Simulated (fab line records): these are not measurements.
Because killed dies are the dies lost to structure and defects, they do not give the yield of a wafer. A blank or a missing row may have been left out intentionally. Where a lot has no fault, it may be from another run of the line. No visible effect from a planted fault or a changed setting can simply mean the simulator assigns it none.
fab line records | flow berkeley_cmos170
record: lots: 14 wafers: 42 last_day: 12
route steps=331 shown PSD@183
lots with no fault: from the same line, run without faults
start_h: start of the lot's first displayed wafer, in hours after the record's first day | wait_h: hours from the lot's prior step to this one | " identical to the entry in the row above | L1.1+2: a single row standing in for several wafers | - no value, or no start was given | * or withheld: withheld | < > ~ a bound
route shown NAME@n: names a module that has steps shown in the file, with the first one's number in the route | usual: mean/standard deviation of fault-free wafers | same: alike in all rows | chamber/n: place in a boat | sites: per-site readings | _std_site: the standard deviation of these | _edge_site: mean of outer sites minus mean of inner sites | radius_mm: for every site, how far away it sits from the centre of the wafer | mask NAME#n: copy n | behind: the tool/chamber that last shaped the wafer | hold: reason for holding the lot/hours on hold/outcome of the hold | device: whichever transistor did not switch (one of n, p or np) | end of line: at the end of the route, the tests of the same wafers | step lacking rows: just its recipe | killed: not the wafer's yield, but the dies lost to structure and defects at the first sort | map: a wafer's dies, x killed, . not, _ none there
set.NAME: setting as actually run; set.NAME@STEP: the setting as run at that earlier step | model.NAME: the simulator's own value behind a step, which no gauge read
a sample of lots followed through the steps of the route, with each step as a table and each wafer as a row
services: the hour from which a tool's chamber was out of use, counted from the record's first day as start_h (under 0 if before that day), plus the number of hours and why
== steps ==
step: UCB170_PSD_IMPLANT_08
recipe: species: B dose_cm2: 3e+15 energy_kev: 20 tilt_deg: 7
usual: dose_ions_cm2: 3e+15/3.4e+12
same: implant_ion_amu: 11
columns lot.wafer tool chamber start_h wait_h dose_ions_cm2
L436.1 implanter-02 0 128.11 0.0 3.003e+15
L436.2 " 0 " " 3e+15
L436.4 " 0 " " 3.003e+15
L437.1 implanter-04 0 128.35 0.0 3.001e+15
L437.3 " 0 " " 2.992e+15
L437.6 " 0 " " 2.998e+15
L438.2 implanter-04 0 152.47 0.0 3.001e+15
L438.4 " 0 " " 3.001e+15
L438.6 " 0 " " 3.002e+15
L440.1 implanter-02 0 152.72 0.0 2.998e+15
L440.4 " 0 " " 3.001e+15
L440.5 " 0 " " 3.003e+15
L441.3 implanter-04 0 153.04 0.1 2.916e+15
L441.5 " 0 " " 2.925e+15
L441.6 " 0 " " 2.921e+15
L444.1 implanter-04 0 179.37 0.0 2.922e+15
L444.3 " 0 " " 2.924e+15
L444.5 " 0 " " 2.918e+15
L443.1 implanter-01 0 179.92 0.0 3.003e+15
L443.3 " 0 " " 2.999e+15
L443.4 " 0 " " 3.004e+15
L452.1 implanter-01 0 205.85 0.0 2.993e+15
L452.3 " 0 " " 2.999e+15
L452.5 " 0 " " 2.995e+15
L448.3 implanter-02 0 206.02 0.1 2.999e+15
L448.4 " 0 " " 3.001e+15
L448.5 " 0 " " 2.999e+15
L454.3 implanter-01 0 219.81 0.1 2.992e+15
L454.4 " 0 " " 2.996e+15
L454.5 " 0 " " 2.999e+15
L455.2 implanter-01 0 228.33 0.0 3.001e+15
L455.3 " 0 " " 3.001e+15
L455.5 " 0 " " 3.003e+15
L457.4 implanter-02 0 243.99 0.1 3.007e+15
L457.5 " 0 " " 3.006e+15
L457.6 " 0 " " 3.006e+15
L456.1 implanter-04 0 244.19 0.0 3.004e+15
L456.5 " 0 " " 3e+15
L456.6 " 0 " " 2.998e+15
L458.1 implanter-02 0 244.28 0.0 3.003e+15
L458.4 " 0 " " 2.998e+15
L458.5 " 0 " " 3.001e+15
step: UCB170_PSD_STRIP_09
recipe: chemistry: O2 power_w: 400 pressure_mtorr: 3500 platen_temp_c: withheld o2_flow_sccm: 400 overash_fraction: 0.5
usual: drypump_motor_current_A: 5.9/0.56 oes_product_au: 0.600/0.0043 strip_time_to_endpoint_s: 29.38/0.072
columns lot.wafer tool chamber start_h wait_h drypump_motor_current_A oes_product_au rf_hours_counter_h strip_time_to_endpoint_s
L436.1 plasma_asher-03 1 128.26 0.1 5.4 0.608 1 29.35
L436.2 " 0 " " 5.9 0.602 1 29.35
L436.4 " 0 " " 5.9 0.612 - 29.43
L437.1 plasma_asher-03 0 128.50 0.1 5.9 0.602 1 29.30
L437.3 " 1 " " 5.3 0.595 - 29.45
L437.6 " 0 " " 5.9 0.598 - 29.37
L438.2 plasma_asher-01 1 152.59 0.1 5.8 0.600 40 29.38
L438.4 " 0 " " 5.0 0.600 - 29.36
L438.6 " 1 " " 5.7 0.597 - 29.41
L440.1 plasma_asher-02 1 152.87 0.1 6.6 0.600 49 29.44
L440.4 " 1 " " 6.6 0.603 - 29.43
L440.5 " 0 " " 6.5 0.602 - 29.46
L441.3 plasma_asher-01 1 153.17 0.1 5.8 0.616 - 29.04
L441.5 " 1 " " 5.8 0.598 - 28.98
L441.6 " 0 " " 5.0 0.609 - 29.05
L444.1 plasma_asher-03 0 179.52 0.1 5.9 0.602 7 29.22
L444.3 " 1 " " 5.4 0.606 - 29.17
L444.5 " 0 " " 5.9 0.610 - 29.19
L443.1 plasma_asher-01 0 180.07 0.1 5.0 0.604 43 29.38
L443.3 " 0 " " 5.0 0.601 - 29.43
L443.4 " 1 " " 5.8 0.605 - 29.49
L452.1 plasma_asher-01 1 206.07 0.2 5.8 0.605 45 29.40
L452.3 " 1 " " 5.8 0.602 - 29.37
L452.5 " 1 " " 5.8 0.602 - 29.41
L448.3 plasma_asher-03 1 206.16 0.1 5.3 0.596 - 29.34
L448.4 " 0 " " 5.9 0.601 - 29.39
L448.5 " 0 " " 5.9 0.601 - 29.38
L454.3 plasma_asher-03 0 219.94 0.1 5.9 0.598 - 29.42
L454.4 " 1 " " 5.3 0.596 - 29.37
L454.5 " 1 " " 5.4 0.593 - 29.40
L455.2 plasma_asher-03 0 228.45 0.1 5.9 0.603 13 29.37
L455.3 " 0 " " 5.9 0.588 - 29.38
L455.5 " 1 " " 5.3 0.599 - 29.30
L457.4 plasma_asher-02 1 244.10 0.1 6.5 0.600 - 29.31
L457.5 " 0 " " 6.5 0.604 - 29.31
L457.6 " 1 " " 6.6 0.602 - 29.34
L456.1 plasma_asher-01 1 244.34 0.1 5.8 0.599 50 29.40
L456.5 " 1 " " 5.8 0.589 - 29.29
L456.6 " 0 " " 5.0 0.597 - 29.34
L458.1 plasma_asher-02 0 244.43 0.1 6.5 0.604 58 29.29
L458.4 " 0 " " 6.5 0.603 - 29.41
L458.5 " 0 " " 6.5 0.604 - 29.27
step: UCB170_SDANNEAL_RS_MEAS_02
recipe: thk_meas_gauge: four-point-probe
usual: PSD_RS: 75.54/0.27
columns lot.wafer tool chamber start_h wait_h PSD_RS[ohm/sq]
L436.1 film_metro-01 - 131.35 0.0 75.54
L436.2 " - " " 75.39
L436.4 " - " " 75.39
L437.1 film_metro-02 - 131.59 0.0 75.92
L437.3 " - " " 75.55
L437.6 " - " " 75.98
L438.2 film_metro-03 - 155.52 0.1 75.59
L438.4 " - " " 75.34
L438.6 " - " " 75.53
L440.1 film_metro-01 - 155.91 0.0 75.39
L440.4 " - " " 75.14
L440.5 " - " " 75.56
L441.3 film_metro-03 - 156.25 0.1 76.84
L441.5 " - " " 76.97
L441.6 " - " " 77.03
L444.1 film_metro-03 - 182.82 0.0 77.31
L444.3 " - " " 76.97
L444.5 " - " " 77.38
L443.1 film_metro-03 - 183.83 0.0 75.47
L443.3 " - " " 75.22
L443.4 " - " " 75.18
L452.1 film_metro-03 - 209.18 0.0 75.61
L452.3 " - " " 75.19
L452.5 " - " " 75.54
L448.3 film_metro-01 - 209.41 0.1 75.65
L448.4 " - " " 75.78
L448.5 " - " " 75.95
L454.3 film_metro-01 - 223.72 0.1 75.41
L454.4 " - " " 74.90
L454.5 " - " " 75.02
L455.2 film_metro-01 - 231.97 0.1 75.23
L455.3 " - " " 74.90
L455.5 " - " " 75.50
L458.1 film_metro-03 - 249.49 0.0 76.08
L458.4 " - " " 75.65
L458.5 " - " " 75.76
L457.4 film_metro-01 - 249.55 0.1 75.58
L457.5 " - " " 75.53
L457.6 " - " " 75.74
L456.1 film_metro-01 - 249.97 0.4 75.06
L456.5 " - " " 75.27
L456.6 " - " " 75.39
== services ==
columns tool chamber start_h hours kind
implanter-04 - 105.75 1.2 repair
plasma_asher-03 - 108.75 9.0 pm
plasma_asher-03 0 108.75 9.0 vent_cycle
plasma_asher-03 1 108.75 9.0 vent_cycle
plasma_asher-03 0 117.75 - clean
plasma_asher-03 1 117.75 - clean
plasma_asher-01 - 145.87 6.6 repair
implanter-04 - 183.50 0.5 repair
plasma_asher-02 - 204.21 5.4 repair
plasma_asher-01 - 209.15 2.3 repair
implanter-02 - 240.27 2.9 repair
== key ==
first_sign: step: UCB170_PSD_IMPLANT_08 reading: dose_ions_cm2 direction: down sigmas: 23 usual: 3e+15 struck: 2.921e+15
effect: step: UCB170_PSD_STRIP_09 reading: strip_time_to_endpoint_s direction: down sigmas: 3.7 usual: * struck: *
effect: step: UCB170_SDANNEAL_RS_MEAS_02 reading: PSD_RS direction: up sigmas: 5.7 usual: 75.54 struck: 77.08
met_at UCB170_PSD_IMPLANT_08
struck_lots L441,L444
tester_left_out L441,L444
onset_between 152.47 153.04
fault: kind: process_parameter_drift tool: implanter-04 chamber: - onset_h: 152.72 steps: UCB170_PSD_IMPLANT_08 channel: dose_cm2 offset: -8.2048e+13 shape: step end_h: 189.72 acts_in: these_recipes_only stated: 3e+15
tester_left_out: of these lots the tester's yield and bins aren't shown, on N5 and GAA mostly nor the transistor test; their killed dies are dies lost to structure and defects alone, not to doping, threshold or leakage, so they don't give the yield
